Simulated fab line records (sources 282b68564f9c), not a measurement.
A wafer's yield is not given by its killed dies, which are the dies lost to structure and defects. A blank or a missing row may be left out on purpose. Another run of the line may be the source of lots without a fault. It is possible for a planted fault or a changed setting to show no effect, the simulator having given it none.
Comparing a struck lot with a sound one -- flow ritCmos -- 14 steps out of a route of 202
Sound: the wafers L836.2, L836.5, L836.6. Wafers L839.1, L839.2, L839.5 were the ones struck. The cause is named last.
Each step with rows lists, per side, the tool, then ch with its chambers, then its first start. Under that, the readings that differ: sound wafers -- struck wafers -- difference of the means -- sigmas: that difference in standard deviations of wafers without a fault.
alike: readings with means less than 2 such deviations apart, plus words and numbers identical on both sides. not compared: withheld readings, readings lacking a value on some wafer, bounds such as >300 that could conceal the same value, and numbers that have no deviation in the record and whose values overlap.
The two part at a step that has a row with sigmas, a row that says differs or no value, or rows on one side only. Non-overlapping numbers with no deviation appear without sigmas and do not part them. A reading that every wafer of one side lacks parts them only if that side has two wafers or more.

first, 2 steps without rows for these wafers: RIT_PLDD_PEB_04; RIT_PLDD_DEVELOP_05 (develop time 50 s).
RIT_PLDD_OVL_MEAS_06:
  struck on overlay-01, day 3 15:04; sound on overlay-01, day 2 21:16
  alike: PLDD_OVL
then, 2 steps without rows for these wafers: RIT_PLDD_HARDBAKE_07 (time 60 s); RIT_PLDD_IMPLANT_08.
RIT_PLDD_STRIP_09: strips in O2, time 180 s.
  sound on plasmaAsher-01 ch 0,1, day 2 21:36; struck on plasmaAsher-04 ch 0,1, day 3 15:24
  alike: drypumpMotorCurrentA
  not compared: rfHoursCounterH
RIT_PLDD_TW_MEAS_10:
  struck on filmMetro-04, day 3 15:34; sound on filmMetro-01, day 2 21:47
  alike: PLDD_TW
then, 4 steps without rows for these wafers: RIT_SPACER_CLEAN_00 (cleans in SC1, time 600 s); RIT_SPACER_CLEAN_01 (cleans in dHF, time 30 s); RIT_SPACER_CLEAN_02 (cleans in SC2, time 600 s); RIT_SPACER_CVD_03 (deposits Si3N4 from SiH2Cl2/NH3, target thk 250 nm, time 3300 s).
RIT_SPACER_THK_MEAS_04:
  struck on filmMetro-02, day 3 17:55; sound on filmMetro-03, day 3 00:08
  alike: SPACER_NITRIDE_THK
RIT_SPACER_ETCHBACK_05: etches Si3N4 in SF6/CHF3, stops on SiO2, target depth 250 nm, time 240 s.
  sound on rieDiel-01 ch 0,3, day 3 00:11; struck on rieDiel-03 ch 0,1,2, day 3 17:59
  no value came back on the struck wafers for any of 5 readings (CHF3_flow_sccm (sccm), SF6_flow_sccm (sccm) and others); on the sound wafers CHF3_flow_sccm (sccm) reads 30.12 29.97 30.12
reading,sound,struck,difference,sigmas
model.poly-Si_of_GATE_CVD_08.thkNm (nm),165.3 161.6 167.6,231.7 232 231.6,+66.9,
model.Si3N4_of_SPACER_CVD_03.thkNm (nm),196 194.6 197.2,249.2 246.6 250,+52.7,
model.SiO2_of_FOX2_OXIDATION_00.thkNm (nm),173.6 178.6 173.8,229.2 230.1 230.5,+54.6,
  not compared: rfHoursCounterH
RIT_M1_PROBE_99:
  rows exist in the record for the struck wafers here (prober-02, day 4 05:05), but not for the sound ones

== WHERE THEY PART ==
At RIT_SPACER_ETCHBACK_05 first; at RIT_M1_PROBE_99 last (within this record only).

WHY: what the simulator had put in
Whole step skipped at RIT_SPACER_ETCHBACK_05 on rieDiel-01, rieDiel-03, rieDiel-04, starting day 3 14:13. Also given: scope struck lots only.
